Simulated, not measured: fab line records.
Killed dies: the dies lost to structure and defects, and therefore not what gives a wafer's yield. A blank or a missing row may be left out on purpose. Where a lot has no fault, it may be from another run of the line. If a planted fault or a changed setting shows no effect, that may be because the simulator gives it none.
Which of the tools did it? || flow berkeley_cmos170 || 42 wafers from 14 lots sampled at 6 of the route's 331 steps

== WHAT THE GAUGES READ, wafer by wafer ==
UCB170_GATE_OVL_MEAS_13.
{"lot": "L426", "measured": "day 5 09:04", "on": "overlay-02", "GATE_OVL (nm)": "-4 8 3"}
{"lot": "L429", "measured": "day 6 19:55", "on": "overlay-01", "GATE_OVL (nm)": "-15 -5 -14"}
{"lot": "L432", "measured": "day 7 05:55", "on": "overlay-02", "GATE_OVL (nm)": "7 11 4"}
{"lot": "L431", "measured": "day 7 11:46", "on": "overlay-01", "GATE_OVL (nm)": "-3 3 5"}
{"lot": "L433", "measured": "day 7 16:59", "on": "overlay-02", "GATE_OVL (nm)": "0 1 2"}
{"lot": "L435", "measured": "day 7 17:14", "on": "overlay-01", "GATE_OVL (nm)": "-11 -3 -2"}
{"lot": "L434", "measured": "day 7 17:21", "on": "overlay-02", "GATE_OVL (nm)": "1 -3 2"}
{"lot": "L436", "measured": "day 8 02:37", "on": "overlay-01", "GATE_OVL (nm)": "0 5 2"}
{"lot": "L437", "measured": "day 8 18:32", "on": "overlay-02", "GATE_OVL (nm)": "6 3 5"}
{"lot": "L438", "measured": "day 9 03:54", "on": "overlay-01", "GATE_OVL (nm)": "-7 -2 -1"}
{"lot": "L442", "measured": "day 9 15:31", "on": "overlay-02", "GATE_OVL (nm)": "-2 -5 1"}
{"lot": "L443", "measured": "day 9 19:17", "on": "overlay-01", "GATE_OVL (nm)": "3 3 6"}
{"lot": "L449", "measured": "day 10 12:49", "on": "overlay-02", "GATE_OVL (nm)": "-13 -7 -11"}
{"lot": "L448", "measured": "day 10 13:01", "on": "overlay-02", "GATE_OVL (nm)": "-6 -6 -10"}

UCB170_SDANNEAL_RS_MEAS_02: measures by four-point-probe.
{"lot": "L426", "measured": "day 5 23:42", "on": "film_metro-02", "PSD_RS (ohm/sq)": "75.43 74.94 75.17"}
{"lot": "L429", "measured": "day 7 08:37", "on": "film_metro-03", "PSD_RS (ohm/sq)": "75.79 75.54 75.20"}
{"lot": "L432", "measured": "day 7 22:56", "on": "film_metro-01", "PSD_RS (ohm/sq)": "75.61 75.52 75.39"}
{"lot": "L431", "measured": "day 8 01:48", "on": "film_metro-02", "PSD_RS (ohm/sq)": "75.09 75.32 75.04"}
{"lot": "L433", "measured": "day 8 09:43", "on": "film_metro-03", "PSD_RS (ohm/sq)": "75.04 75.09 75.37"}
{"lot": "L435", "measured": "day 8 09:55", "on": "film_metro-02", "PSD_RS (ohm/sq)": "75.50 75.50 75.55"}
{"lot": "L434", "measured": "day 8 09:16", "on": "film_metro-02", "PSD_RS (ohm/sq)": "75.48 75.23 75.59"}
{"lot": "L436", "measured": "day 9 01:16", "on": "film_metro-03", "PSD_RS (ohm/sq)": "75.53 75.83 75.59"}
{"lot": "L437", "measured": "day 9 08:07", "on": "film_metro-02", "PSD_RS (ohm/sq)": "75.63 75.44 75.65"}
{"lot": "L438", "measured": "day 9 19:54", "on": "film_metro-02", "PSD_RS (ohm/sq)": "75.58 75.32 75.40"}
{"lot": "L442", "measured": "day 10 03:55", "on": "film_metro-03", "PSD_RS (ohm/sq)": "75.66 75.68 75.62"}
{"lot": "L443", "measured": "day 10 07:40", "on": "film_metro-01", "PSD_RS (ohm/sq)": "75.90 75.99 75.92"}
{"lot": "L449", "measured": "day 11 05:16", "on": "film_metro-02", "PSD_RS (ohm/sq)": "72.19 72.48 72.60"}
{"lot": "L448", "measured": "day 11 07:04", "on": "film_metro-01", "PSD_RS (ohm/sq)": "72.75 72.94 72.80"}

== EACH LOT AND THE TOOL THAT RAN IT (in order: tool; ch and the chambers of the sampled wafers; start) ==
{"lot": "L426", "UCB170_GATE_ETCH_14": "rie_diel-01 ch 1,2,3, day 5 09:06", "UCB170_PSD_IMPLANT_08": "implanter-02 ch 0, day 5 20:36", "UCB170_PSD_STRIP_09": "plasma_asher-03 ch 0,1, day 5 20:44", "UCB170_SDANNEAL_RTA_00": "rtp_anneal-01 ch 0, day 5 23:34"}
{"lot": "L429", "UCB170_GATE_ETCH_14": "rie_diel-02 ch 1,2, day 6 19:56", "UCB170_PSD_IMPLANT_08": "implanter-02 ch 0, day 7 05:48", "UCB170_PSD_STRIP_09": "plasma_asher-03 ch 0,1, day 7 05:57", "UCB170_SDANNEAL_RTA_00": "rtp_anneal-02 ch 0, day 7 08:29"}
{"lot": "L432", "UCB170_GATE_ETCH_14": "rie_diel-03 ch 0,2,3, day 7 05:57", "UCB170_PSD_IMPLANT_08": "implanter-04 ch 0, day 7 16:47", "UCB170_PSD_STRIP_09": "plasma_asher-03 ch 0,1, day 7 16:56", "UCB170_SDANNEAL_RTA_00": "rtp_anneal-02 ch 0, day 7 22:48"}
{"lot": "L431", "UCB170_GATE_ETCH_14": "rie_diel-01 ch 0,3, day 7 11:48", "UCB170_PSD_IMPLANT_08": "implanter-02 ch 0, day 7 21:15", "UCB170_PSD_STRIP_09": "plasma_asher-02 ch 0,1, day 7 21:22", "UCB170_SDANNEAL_RTA_00": "rtp_anneal-02 ch 0, day 8 01:40"}
{"lot": "L433", "UCB170_GATE_ETCH_14": "rie_diel-03 ch 0,1, day 7 17:01", "UCB170_PSD_IMPLANT_08": "implanter-02 ch 0, day 8 04:57", "UCB170_PSD_STRIP_09": "plasma_asher-02 ch 0,1, day 8 05:06", "UCB170_SDANNEAL_RTA_00": "rtp_anneal-01 ch 0, day 8 09:35"}
{"lot": "L435", "UCB170_GATE_ETCH_14": "rie_diel-01 ch 0,2,3, day 7 17:16", "UCB170_PSD_IMPLANT_08": "implanter-04 ch 0, day 8 04:47", "UCB170_PSD_STRIP_09": "plasma_asher-04 ch 0,1, day 8 04:56", "UCB170_SDANNEAL_RTA_00": "rtp_anneal-02 ch 0, day 8 09:47"}
{"lot": "L434", "UCB170_GATE_ETCH_14": "rie_diel-02 ch 0,3, day 7 17:23", "UCB170_PSD_IMPLANT_08": "implanter-01 ch 0, day 8 04:41", "UCB170_PSD_STRIP_09": "plasma_asher-03 ch 0, day 8 04:50", "UCB170_SDANNEAL_RTA_00": "rtp_anneal-02 ch 0, day 8 09:08"}
{"lot": "L436", "UCB170_GATE_ETCH_14": "rie_diel-02 ch 0,2,3, day 8 02:39", "UCB170_PSD_IMPLANT_08": "implanter-02 ch 0, day 8 18:31", "UCB170_PSD_STRIP_09": "plasma_asher-03 ch 0,1, day 8 18:44", "UCB170_SDANNEAL_RTA_00": "rtp_anneal-01 ch 0, day 9 01:09"}
{"lot": "L437", "UCB170_GATE_ETCH_14": "rie_diel-03 ch 2,3, day 8 18:34", "UCB170_PSD_IMPLANT_08": "implanter-01 ch 0, day 9 04:12", "UCB170_PSD_STRIP_09": "plasma_asher-03 ch 0,1, day 9 04:20", "UCB170_SDANNEAL_RTA_00": "rtp_anneal-01 ch 0, day 9 07:59"}
{"lot": "L438", "UCB170_GATE_ETCH_14": "rie_diel-01 ch 0,2, day 9 03:56", "UCB170_PSD_IMPLANT_08": "implanter-02 ch 0, day 9 15:56", "UCB170_PSD_STRIP_09": "plasma_asher-02 ch 0,1, day 9 16:05", "UCB170_SDANNEAL_RTA_00": "rtp_anneal-02 ch 0, day 9 19:47"}
{"lot": "L442", "UCB170_GATE_ETCH_14": "rie_diel-03 ch 1,2,3, day 9 15:33", "UCB170_PSD_IMPLANT_08": "implanter-04 ch 0, day 9 23:43", "UCB170_PSD_STRIP_09": "plasma_asher-04 ch 0,1, day 9 23:49", "UCB170_SDANNEAL_RTA_00": "rtp_anneal-02 ch 0, day 10 03:46"}
{"lot": "L443", "UCB170_GATE_ETCH_14": "rie_diel-01 ch 0,1,2, day 9 19:19", "UCB170_PSD_IMPLANT_08": "implanter-02 ch 0, day 10 03:54", "UCB170_PSD_STRIP_09": "plasma_asher-02 ch 0,1, day 10 04:03", "UCB170_SDANNEAL_RTA_00": "rtp_anneal-02 ch 0, day 10 07:32"}
{"lot": "L449", "UCB170_GATE_ETCH_14": "rie_diel-02 ch 1,2,3, day 10 12:50", "UCB170_PSD_IMPLANT_08": "implanter-02 ch 0, day 10 23:37", "UCB170_PSD_STRIP_09": "plasma_asher-02 ch 0,1, day 10 23:45", "UCB170_SDANNEAL_RTA_00": "rtp_anneal-02 ch 0, day 11 05:08"}
{"lot": "L448", "UCB170_GATE_ETCH_14": "rie_diel-01 ch 1,2, day 10 13:04", "UCB170_PSD_IMPLANT_08": "implanter-02 ch 0, day 10 23:52", "UCB170_PSD_STRIP_09": "plasma_asher-02 ch 0,1, day 11 00:01", "UCB170_SDANNEAL_RTA_00": "rtp_anneal-02 ch 0, day 11 06:56"}
- UCB170_GATE_ETCH_14: etches BARC in N2/H2.
- UCB170_PSD_IMPLANT_08
- UCB170_PSD_STRIP_09: strips in O2.
- UCB170_SDANNEAL_RTA_00: time 10 s.

== WHAT THE TOOLS THEMSELVES READ (means of the sampled wafers that have a number; where no wafer has one, the mark that the record gives instead) ==
UCB170_GATE_ETCH_14.
{"lot": "L426", "tool": "rie_diel-01", "drypump_motor_current_A (A)": 5.6, "oes_product_au (a.u.)": 1.001, "throttle_valve_pct (%)": 13.39}
{"lot": "L429", "tool": "rie_diel-02", "drypump_motor_current_A (A)": 5.8, "oes_product_au (a.u.)": 0.997, "throttle_valve_pct (%)": 13.43}
{"lot": "L432", "tool": "rie_diel-03", "drypump_motor_current_A (A)": 5.9, "oes_product_au (a.u.)": 1.016, "throttle_valve_pct (%)": 13.27}
{"lot": "L431", "tool": "rie_diel-01", "drypump_motor_current_A (A)": 5.1, "oes_product_au (a.u.)": 1.016, "throttle_valve_pct (%)": 13.76}
{"lot": "L433", "tool": "rie_diel-03", "drypump_motor_current_A (A)": 6.0, "oes_product_au (a.u.)": 1.013, "throttle_valve_pct (%)": 13.34}
{"lot": "L435", "tool": "rie_diel-01", "drypump_motor_current_A (A)": 5.4, "oes_product_au (a.u.)": 1.011, "throttle_valve_pct (%)": 13.61}
{"lot": "L434", "tool": "rie_diel-02", "drypump_motor_current_A (A)": 5.9, "oes_product_au (a.u.)": 0.984, "throttle_valve_pct (%)": 13.37}
{"lot": "L436", "tool": "rie_diel-02", "drypump_motor_current_A (A)": 5.9, "oes_product_au (a.u.)": 0.988, "throttle_valve_pct (%)": 13.44}
{"lot": "L437", "tool": "rie_diel-03", "drypump_motor_current_A (A)": 5.9, "oes_product_au (a.u.)": 0.982, "throttle_valve_pct (%)": 13.23}
{"lot": "L438", "tool": "rie_diel-01", "drypump_motor_current_A (A)": 5.7, "oes_product_au (a.u.)": 1.002, "throttle_valve_pct (%)": 13.45}
{"lot": "L442", "tool": "rie_diel-03", "drypump_motor_current_A (A)": 6.0, "oes_product_au (a.u.)": 0.992, "throttle_valve_pct (%)": 13.29}
{"lot": "L443", "tool": "rie_diel-01", "drypump_motor_current_A (A)": 5.6, "oes_product_au (a.u.)": 1.000, "throttle_valve_pct (%)": 13.29}
{"lot": "L449", "tool": "rie_diel-02", "drypump_motor_current_A (A)": 5.7, "oes_product_au (a.u.)": 0.999, "throttle_valve_pct (%)": 13.46}
{"lot": "L448", "tool": "rie_diel-01", "drypump_motor_current_A (A)": 5.8, "oes_product_au (a.u.)": 0.999, "throttle_valve_pct (%)": 13.08}

UCB170_PSD_IMPLANT_08.
{"lot": "L426", "tool": "implanter-02", "dose_ions_cm2": 3e+15, "faraday_current_uA": 9101}
{"lot": "L429", "tool": "implanter-02", "dose_ions_cm2": 3e+15, "faraday_current_uA": 9291}
{"lot": "L432", "tool": "implanter-04", "dose_ions_cm2": 3e+15, "faraday_current_uA": 9270}
{"lot": "L431", "tool": "implanter-02", "dose_ions_cm2": 3e+15, "faraday_current_uA": 9268}
{"lot": "L433", "tool": "implanter-02", "dose_ions_cm2": 3e+15, "faraday_current_uA": 9192}
{"lot": "L435", "tool": "implanter-04", "dose_ions_cm2": 3e+15, "faraday_current_uA": 9317}
{"lot": "L434", "tool": "implanter-01", "dose_ions_cm2": 3e+15, "faraday_current_uA": 9239}
{"lot": "L436", "tool": "implanter-02", "dose_ions_cm2": 3e+15, "faraday_current_uA": 9273}
{"lot": "L437", "tool": "implanter-01", "dose_ions_cm2": 3e+15, "faraday_current_uA": 9226}
{"lot": "L438", "tool": "implanter-02", "dose_ions_cm2": 3e+15, "faraday_current_uA": 9392}
{"lot": "L442", "tool": "implanter-04", "dose_ions_cm2": 3e+15, "faraday_current_uA": 9355}
{"lot": "L443", "tool": "implanter-02", "dose_ions_cm2": 3e+15, "faraday_current_uA": 9292}
{"lot": "L449", "tool": "implanter-02", "dose_ions_cm2": 3e+15, "faraday_current_uA": 9636}
{"lot": "L448", "tool": "implanter-02", "dose_ions_cm2": 3e+15, "faraday_current_uA": 9846}

UCB170_PSD_STRIP_09.
{"lot": "L426", "tool": "plasma_asher-03", "drypump_motor_current_A (A)": 5.1, "oes_product_au (a.u.)": 0.594, "strip_time_to_endpoint_s (s)": 29.40}
{"lot": "L429", "tool": "plasma_asher-03", "drypump_motor_current_A (A)": 5.1, "oes_product_au (a.u.)": 0.605, "strip_time_to_endpoint_s (s)": 29.36}
{"lot": "L432", "tool": "plasma_asher-03", "drypump_motor_current_A (A)": 5.1, "oes_product_au (a.u.)": 0.600, "strip_time_to_endpoint_s (s)": 29.40}
{"lot": "L431", "tool": "plasma_asher-02", "drypump_motor_current_A (A)": 6.1, "oes_product_au (a.u.)": 0.598, "strip_time_to_endpoint_s (s)": 29.44}
{"lot": "L433", "tool": "plasma_asher-02", "drypump_motor_current_A (A)": 6.0, "oes_product_au (a.u.)": 0.602, "strip_time_to_endpoint_s (s)": 29.53}
{"lot": "L435", "tool": "plasma_asher-04", "drypump_motor_current_A (A)": 5.5, "oes_product_au (a.u.)": 0.600, "strip_time_to_endpoint_s (s)": 29.35}
{"lot": "L434", "tool": "plasma_asher-03", "drypump_motor_current_A (A)": 5.2, "oes_product_au (a.u.)": 0.601, "strip_time_to_endpoint_s (s)": 29.38}
{"lot": "L436", "tool": "plasma_asher-03", "drypump_motor_current_A (A)": 5.1, "oes_product_au (a.u.)": 0.598, "strip_time_to_endpoint_s (s)": 29.39}
{"lot": "L437", "tool": "plasma_asher-03", "drypump_motor_current_A (A)": 5.2, "oes_product_au (a.u.)": 0.601, "strip_time_to_endpoint_s (s)": 29.47}
{"lot": "L438", "tool": "plasma_asher-02", "drypump_motor_current_A (A)": 6.1, "oes_product_au (a.u.)": 0.607, "strip_time_to_endpoint_s (s)": 29.47}
{"lot": "L442", "tool": "plasma_asher-04", "drypump_motor_current_A (A)": 5.5, "oes_product_au (a.u.)": 0.599, "strip_time_to_endpoint_s (s)": 29.41}
{"lot": "L443", "tool": "plasma_asher-02", "drypump_motor_current_A (A)": 6.0, "oes_product_au (a.u.)": 0.603, "strip_time_to_endpoint_s (s)": 29.41}
{"lot": "L449", "tool": "plasma_asher-02", "drypump_motor_current_A (A)": 6.0, "oes_product_au (a.u.)": 0.592, "strip_time_to_endpoint_s (s)": 30.08}
{"lot": "L448", "tool": "plasma_asher-02", "drypump_motor_current_A (A)": 6.0, "oes_product_au (a.u.)": 0.593, "strip_time_to_endpoint_s (s)": 29.85}

UCB170_SDANNEAL_RTA_00.
{"lot": "L426", "tool": "rtp_anneal-01", "lamp_power_pct (%)": 26.0, "wafer_temp_C_max": 905.5}
{"lot": "L429", "tool": "rtp_anneal-02", "lamp_power_pct (%)": 25.1, "wafer_temp_C_max": 903.3}
{"lot": "L432", "tool": "rtp_anneal-02", "lamp_power_pct (%)": 25.0, "wafer_temp_C_max": 903.0}
{"lot": "L431", "tool": "rtp_anneal-02", "lamp_power_pct (%)": 25.1, "wafer_temp_C_max": 903.7}
{"lot": "L433", "tool": "rtp_anneal-01", "lamp_power_pct (%)": 26.0, "wafer_temp_C_max": 905.2}
{"lot": "L435", "tool": "rtp_anneal-02", "lamp_power_pct (%)": 25.1, "wafer_temp_C_max": 904.2}
{"lot": "L434", "tool": "rtp_anneal-02", "lamp_power_pct (%)": 25.1, "wafer_temp_C_max": 904.3}
{"lot": "L436", "tool": "rtp_anneal-01", "lamp_power_pct (%)": 26.1, "wafer_temp_C_max": 905.5}
{"lot": "L437", "tool": "rtp_anneal-01", "lamp_power_pct (%)": 26.0, "wafer_temp_C_max": 905.2}
{"lot": "L438", "tool": "rtp_anneal-02", "lamp_power_pct (%)": 25.1, "wafer_temp_C_max": 904.1}
{"lot": "L442", "tool": "rtp_anneal-02", "lamp_power_pct (%)": 25.0, "wafer_temp_C_max": 904.8}
{"lot": "L443", "tool": "rtp_anneal-02", "lamp_power_pct (%)": 25.1, "wafer_temp_C_max": 904.2}
{"lot": "L449", "tool": "rtp_anneal-02", "lamp_power_pct (%)": 25.1, "wafer_temp_C_max": 904.0}
{"lot": "L448", "tool": "rtp_anneal-02", "lamp_power_pct (%)": 25.1, "wafer_temp_C_max": 904.8}

== THE ANSWER, worked out from the rows above alone ==
Rule: the lots themselves supply what counts as usual. The widest of any qualifying gaps counts: lots, ordered by their means at a reading, are off when they make up no more than a third of the lots, leave a main group of 4 or more, and stand apart from it by 3 or more times the standard deviation of that group's means. The tables above print the reading to a certain number of digits; a main group whose means all agree to those digits is not used. A lot without any number at a reading at which 4 lots or more have one is off too. The other lots that the step has rows for count as sound. Order of review: gauges by route order, followed by the tools' own readings, for which a lot's mean as printed above is used. The first step at which some lot is off is used, and at that step the reading that is off furthest; a lot without a number counts as furthest.
Off: L449, L448, at UCB170_SDANNEAL_RS_MEAS_02 (PSD_RS). The main group has a mean of 75.48 ohm/sq with a standard deviation of 0.22.
A tool fits if, at a process step before that reading, it ran every lot that is off, and no sound lot after the first of them. The gauges at UCB170_SDANNEAL_RS_MEAS_02 aren't tried: what is off there is off at UCB170_PSD_IMPLANT_08 too, on other tools, and a gauge's error can't cause that. Can't be told from this: 3 tools fit, implanter-02 at UCB170_PSD_IMPLANT_08, plasma_asher-02 at UCB170_PSD_STRIP_09, rtp_anneal-02 at UCB170_SDANNEAL_RTA_00.

== WHAT THE SIMULATOR HAD INSERTED ==
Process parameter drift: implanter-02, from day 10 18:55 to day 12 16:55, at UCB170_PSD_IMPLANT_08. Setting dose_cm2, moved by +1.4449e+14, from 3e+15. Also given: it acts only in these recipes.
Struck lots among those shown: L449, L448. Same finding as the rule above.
